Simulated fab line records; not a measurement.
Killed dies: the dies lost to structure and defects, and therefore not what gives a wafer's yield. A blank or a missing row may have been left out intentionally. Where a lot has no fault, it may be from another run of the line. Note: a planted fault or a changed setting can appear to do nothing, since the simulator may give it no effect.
The tool behind it: which one? -- flow ritCmos -- Sampling: 13 lots, 39 wafers, 2 of 202 route steps

## WHAT EACH GAUGE READ, for each wafer
No reading from a measuring or inspecting step in the record can be judged against a usual standard deviation.

## EACH LOT AND THE TOOL THAT RAN IT (in order: tool; ch and the chambers of the sampled wafers; start)
lot,RIT_NRETRO_DEVELOP_05,RIT_M1_PROBE_99
L555,"lithoTrack-02 ch 0, day 2 06:00",-
L556,"lithoTrack-02 ch 0, day 2 12:00",-
L557,"lithoTrack-03 ch 0, day 2 17:00",-
L558,"lithoTrack-02 ch 0, day 2 22:00",-
L559,"lithoTrack-02 ch 0, day 3 03:00",-
L560,"lithoTrack-03 ch 0, day 3 07:00",-
L561,"lithoTrack-02 ch 0, day 3 14:00",-
L562,"lithoTrack-04 ch 0, day 3 21:00",-
L563,"lithoTrack-04 ch 0, day 4 02:00",-
L564,"lithoTrack-04 ch 0, day 4 03:00",-
L572,"lithoTrack-03 ch 0, day 5 19:00",-
L575,"lithoTrack-03 ch 0, day 6 14:00",-
L578,"lithoTrack-04 ch 0, day 7 03:00","prober-01, day 8 08:14"
- RIT_NRETRO_DEVELOP_05: develop time 68 s.
- RIT_M1_PROBE_99

## AS READ BY THE TOOLS THEMSELVES (means over the sampled wafers that have a number; for cases with no such wafer, the mark the record gives instead)
RIT_NRETRO_DEVELOP_05.
lot,tool,developerTempC (C),exhaustPa (Pa)
L555,lithoTrack-02,22.91,44.8
L556,lithoTrack-02,23.03,44.7
L557,lithoTrack-03,23.06,45.8
L558,lithoTrack-02,22.93,44.4
L559,lithoTrack-02,23.01,43.9
L560,lithoTrack-03,22.96,44.9
L561,lithoTrack-02,22.99,45.9
L562,lithoTrack-04,23.03,45.5
L563,lithoTrack-04,23.01,44.6
L564,lithoTrack-04,23.04,45.5
L572,lithoTrack-03,24.04,45.4
L575,lithoTrack-03,23.85,44.2
L578,lithoTrack-04,23.02,44.5

RIT_M1_PROBE_99.
lot,tool,killed_at_M0_to_M3,killedAtContacts,killedAtFrontEnd,killedDies,killedOpen,killedShort
L578,prober-01,0.0,0.0,5,5,1.3,3.3

## THE ANSWER, worked out from the rows above alone
Rule: usual is defined by the lots themselves. The widest of any qualifying gaps counts: lots, ordered by their means at a reading, are off when they make up no more than a third of the lots, leave a main group of 4 or more, and stand apart from it by 3 or more times the standard deviation of that group's means. Not used: any main group whose means are identical at the precision the tables above print for the reading. Also off: a lot with no number at a reading for which 4 or more lots have one. Where the step has rows for the other lots, those lots are counted as sound. Order of review: gauges by route order, followed by the tools' own readings, for which a lot's mean as printed above is used. At the first step where some lot is off, the reading lying furthest off is the one used; lots without a number count as furthest.
Off: L572, L575 (RIT_NRETRO_DEVELOP_05, developerTempC). Mean 23.00 C and standard deviation 0.045 in the main group.
If a tool, at that step or one of the process steps before it, ran each lot that is off and ran no sound lot following the first of them, it fits. One fits: RIT_NRETRO_DEVELOP_05 on lithoTrack-03. Its last sound lot is L560 (day 3 07:00), its first lot that is off L572 (day 5 19:00): a fault that began between those two fits.
The tool's own readings at RIT_NRETRO_DEVELOP_05 bear it out: on the lots that are off they differ by more than 5 times the standard deviation of the sound lots' means. developerTempC reads 23.95 C there against 23.00 C on the sound lots.

## WHAT THE SIMULATOR PUT IN
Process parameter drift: lithoTrack-03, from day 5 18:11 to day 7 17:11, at RIT_NRETRO_DEVELOP_05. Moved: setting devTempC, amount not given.
Shown lots that were struck: L572, L575. Same finding as the rule above.
